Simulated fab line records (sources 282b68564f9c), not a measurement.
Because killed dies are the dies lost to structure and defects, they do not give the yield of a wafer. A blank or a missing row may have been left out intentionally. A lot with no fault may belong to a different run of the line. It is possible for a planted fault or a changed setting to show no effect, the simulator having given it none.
A struck lot beside a sound one || flow rit cmos || 16 out of 202 route steps
Sound: the wafers L243.1, L243.4, L243.5. Struck: wafers L238.1, L238.4, L238.5. The cause is named last.
At each step with rows: each side's tool, then ch and its chambers, then its first start. Under that, the readings that differ: sound wafers || struck wafers || difference of the means || sigmas: that difference in standard deviations of wafers without a fault.
alike: words and numbers the same on both sides, and readings whose means are apart by under 2 such deviations; not compared: readings that were withheld, readings missing a value for some wafer, numbers with overlapping values and no deviation given by the record, and bounds like >300 which may hide the same value.
Wherever a step has rows on one side only, a row that says differs or no value, or a row with sigmas, the two part there. Numbers that have no deviation but don't overlap get no sigmas and don't part them. A reading that every wafer of one side lacks parts them only if that side has two wafers or more.

RIT_SILICIDE_RTA_06: time 10 s, ramp up 5 s, ramp down 10 s.
  sound on rtp anneal-01 ch 0, day 6 12:14; struck on rtp anneal-02 ch 0, day 5 15:55
  alike: wafer_temp_C_max
RIT_CONTACT_CVD_00: deposits SiO2 from TEOS, target thk 400 nm, time 61 s.
  sound on pecvd-04 ch 0,1,2, day 6 12:17; struck on pecvd-01 ch 0,1,2, day 5 15:58
  alike: heater power w
RIT_CONTACT_THK_MEAS_01:
  struck on film metro-03, day 5 16:01; sound on film metro-01, day 6 12:20
  alike: CONTACT_TEOS_THK
then, 6 steps without rows for these wafers: RIT_CONTACT_HMDS_02 (prime time 60 s); RIT_CONTACT_COAT_03 (resist thk 1000 nm); RIT_CONTACT_SOFTBAKE_04 (time 60 s); RIT_CONTACT_EXPOSE_05 (exposes mask M11, target cd 1000 nm); RIT_CONTACT_PEB_06; RIT_CONTACT_DEVELOP_07 (develop time 120 s).
RIT_CONTACT_CD_MEAS_08: target cd 1000 nm.
  struck on cd sem-01, day 5 17:28; sound on cd sem-01, day 6 13:30
{"reading": "cd nm (nm)", "sound": "1002.0 1003.1 1003.8", "struck": "994.9 994.1 994.7", "difference": -8.4, "sigmas": -3}
RIT_CONTACT_OVL_MEAS_09:
  struck on overlay-01, day 5 17:35; sound on overlay-02, day 6 13:37
  alike: CONTACT_OVL
then, 1 step without rows for these wafers: RIT_CONTACT_HARDBAKE_10 (time 60 s).
RIT_CONTACT_ETCH_11: etches SiO2 in CHF3/CF4/Ar, stops on TiSi2, target depth 480 nm, time 320 s.
  sound on rie diel-04 ch 2,3, day 6 13:48; struck on rie diel-04 ch 0,1,2, day 5 17:46
  no value came back on the struck wafers for any of 6 readings (CHF3_flow_sccm (sccm), O2_flow_sccm (sccm) and others); on the sound wafers CHF3_flow_sccm (sccm) reads 50.18 49.96 49.95
{"reading": "model.NOVOLAK_of_CONTACT_COAT_03.thk nm (nm)", "sound": "765.1 766.8 764.5", "struck": "891 888.3 888.1", "difference": "+124", "sigmas": ""}
  not compared: rf hours counter h
RIT_CONTACT_STRIP_12: strips in O2, time 180 s.
  sound on plasma asher-02 ch 0,1, day 6 14:00; struck on plasma asher-02 ch 0,1, day 5 17:58
  alike: drypump motor current A, rf refl power W
  not compared: rf hours counter h
RIT_CONTACT_CD_MEAS_90: target cd 1000 nm.
  struck on cd sem-01, day 5 18:08; sound on cd sem-02, day 6 14:10
{"reading": "cd nm (nm)", "sound": "1001.8 1003.8 1003.4", "struck": "- - -", "difference": "no value on the struck wafers", "sigmas": ""}
then, 1 step without rows for these wafers: RIT_CONTACT_CLEAN_13 (cleans in SC1, time 600 s).

WHERE THEY PART
Earliest at RIT_CONTACT_CD_MEAS_08; latest, in this record, at RIT_CONTACT_CD_MEAS_90.

WHY: whatever the simulator had introduced
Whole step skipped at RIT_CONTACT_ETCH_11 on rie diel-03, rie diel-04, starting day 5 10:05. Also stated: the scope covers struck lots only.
